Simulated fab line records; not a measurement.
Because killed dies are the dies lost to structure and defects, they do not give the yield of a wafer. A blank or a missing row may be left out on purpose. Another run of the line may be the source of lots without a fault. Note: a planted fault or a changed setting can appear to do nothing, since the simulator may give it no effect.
fab line records + flow berkeley-cmos170
[record]
- lots = 14
- wafers = 42
- last-day = 12
route steps=331 shown NLDD@162
lots untouched by any fault: they come from a run of this same line in which no faults occurred
start-h: start of the lot's first displayed wafer, in hours after the record's first day + wait-h: hours since the lot's step before + " identical to the entry in the row above + L1.1+2: a row that stands for several wafers + - no value, or no start was given + * or withheld: withheld + < > ~ a bound
route shown NAME@n: names a module that has steps shown in the file, with the first one's number in the route + usual: mean/standard deviation of fault-free wafers + same: alike in all rows + chamber/n: place in a boat + sites: each site's reading + _std_site: how widely they spread, as a standard deviation + _edge_site: outer sites' mean less inner sites' + radius-mm: for every site, how far away it sits from the centre of the wafer + mask NAME#n: copy n + behind: the last tool/chamber to shape the wafer + hold: why the lot was held/for how many hours/how that ended + device: the transistor (n, p or np) that didn't switch + end of line: tests run on the same wafers once the route is complete + a step without rows: its recipe alone + killed: the dies lost at the first sort to structure and to defects; this is not the yield of the wafer + map: a wafer's dies, x killed, . not, _ none there
set.NAME: the setting as run; set.NAME@STEP: as run at that earlier step + model.NAME: the simulator's own value behind a step, which no gauge read
one table for each step of the route and one row for each wafer, over a sample of lots
services: from which hour (start-h, from the record's first day; less than 0 if before it) a tool's chamber was out of use, for how many hours, and why
[[steps]]
[step UCB170_NLDD_PEB_04]
[recipe]
- peb-temp-c = 130
- peb-time-s = withheld
- resist = KrF
[usual]
- chill-plate-temp-C = 23.01/0.097
- exhaust-pa = 45.0/0.83
| lot.wafer | tool           | chamber | start-h | wait-h | chill-plate-temp-C | exhaust-pa |
|-----------|----------------|---------|---------|--------|--------------------|------------|
| L784.1    | litho-track-02 | 0       | 145.45  | 0.1    | 23.19              | 45.5       |
| L784.2    | "              | 0       | "       | "      | 23.01              | 44.8       |
| L784.4    | "              | 0       | "       | "      | 22.97              | 44.9       |
| L785.1    | litho-track-04 | 0       | 153.78  | 0.2    | 22.98              | 44.5       |
| L785.3    | "              | 0       | "       | "      | 22.99              | 44.4       |
| L785.4    | "              | 0       | "       | "      | 22.92              | 44.8       |
| L787.1    | litho-track-02 | 0       | 156.88  | 0.1    | 22.95              | 45.5       |
| L787.4    | "              | 0       | "       | "      | 22.81              | 43.6       |
| L787.5    | "              | 0       | "       | "      | 22.89              | 44.9       |
| L786.4    | litho-track-02 | 0       | 157.42  | 0.1    | 23.21              | 44.4       |
| L786.5    | "              | 0       | "       | "      | 23.12              | 46.6       |
| L786.6    | "              | 0       | "       | "      | 23.06              | 44.2       |
| L788.1    | litho-track-04 | 0       | 163.84  | 0.1    | 23.07              | 45.1       |
| L788.4    | "              | 0       | "       | "      | 23.03              | 44.4       |
| L788.6    | "              | 0       | "       | "      | 23.02              | 46.7       |
| L791.1    | litho-track-04 | 0       | 174.70  | 0.1    | 22.98              | 45.5       |
| L791.2    | "              | 0       | "       | "      | 23.03              | 48.1       |
| L791.3    | "              | 0       | "       | "      | 22.92              | 46.2       |
| L793.2    | litho-track-01 | 0       | 175.32  | 0.2    | 22.98              | 44.8       |
| L793.3    | "              | 0       | "       | "      | 23.06              | 43.8       |
| L793.6    | "              | 0       | "       | "      | 23.09              | 45.2       |
| L794.3    | litho-track-01 | 0       | 188.49  | 0.1    | 23.00              | 45.3       |
| L794.4    | "              | 0       | "       | "      | 23.13              | 44.7       |
| L794.6    | "              | 0       | "       | "      | 22.94              | 44.0       |
| L795.2    | litho-track-02 | 0       | 199.83  | 0.1    | 23.02              | 44.6       |
| L795.4    | "              | 0       | "       | "      | 23.06              | 43.8       |
| L795.6    | "              | 0       | "       | "      | 22.98              | 43.5       |
| L799.3    | litho-track-04 | -       | 226.50  | 0.5    | -                  | -          |
| L799.4    | "              | -       | "       | "      | -                  | -          |
| L799.5    | "              | -       | "       | "      | -                  | -          |
| L798.1    | litho-track-01 | -       | 226.87  | 0.4    | -                  | -          |
| L798.2    | "              | -       | "       | "      | -                  | -          |
| L798.6    | "              | -       | "       | "      | -                  | -          |
| L797.1    | litho-track-02 | 0       | 227.15  | 0.5    | 22.98              | 44.3       |
| L797.3    | "              | 0       | "       | "      | 22.90              | 46.3       |
| L797.5    | "              | 0       | "       | "      | 22.98              | 44.8       |
| L801.3    | litho-track-02 | 0       | 227.75  | 0.5    | 23.06              | 45.2       |
| L801.4    | "              | 0       | "       | "      | 23.04              | 44.3       |
| L801.5    | "              | 0       | "       | "      | 23.14              | 45.3       |
| L806.1    | litho-track-01 | 0       | 254.31  | 0.3    | 22.96              | 45.3       |
| L806.3    | "              | 0       | "       | "      | 22.95              | 44.6       |
| L806.6    | "              | 0       | "       | "      | 23.01              | 45.4       |
[[services]]
| tool           | chamber | start-h | hours | kind                      |
|----------------|---------|---------|-------|---------------------------|
| litho-track-02 | -       | 170.91  | -     | consumable-replace:filter |
[[key]]
[first-sign]
- step = UCB170_NLDD_PEB_04
- reading = tool-record
- direction = missing
effect none on later readings
met-at UCB170_NLDD_PEB_04
struck-lots L798,L799
sort-left-out L798.1,L798.2,L798.6,L799.3,L799.4,L799.5
tester-left-out L798,L799
onset-between 188.49 226.50
[fault]
- kind = skipped-step-whole
- tool = litho-track-01,litho-track-04
- chamber = -
- onset-h = 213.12
- steps = UCB170_NLDD_PEB_04
- scope = struck-lots-only
// tester-left-out: of these lots the tester's yield and bins aren't shown, on N5 and GAA mostly nor the transistor test; their killed dies are dies lost to structure and defects alone, not to doping, threshold or leakage, so they don't give the yield
// sort-left-out: the simulated sort isn't trusted on such a fault, so these wafers' sort isn't shown, and their yield isn't known
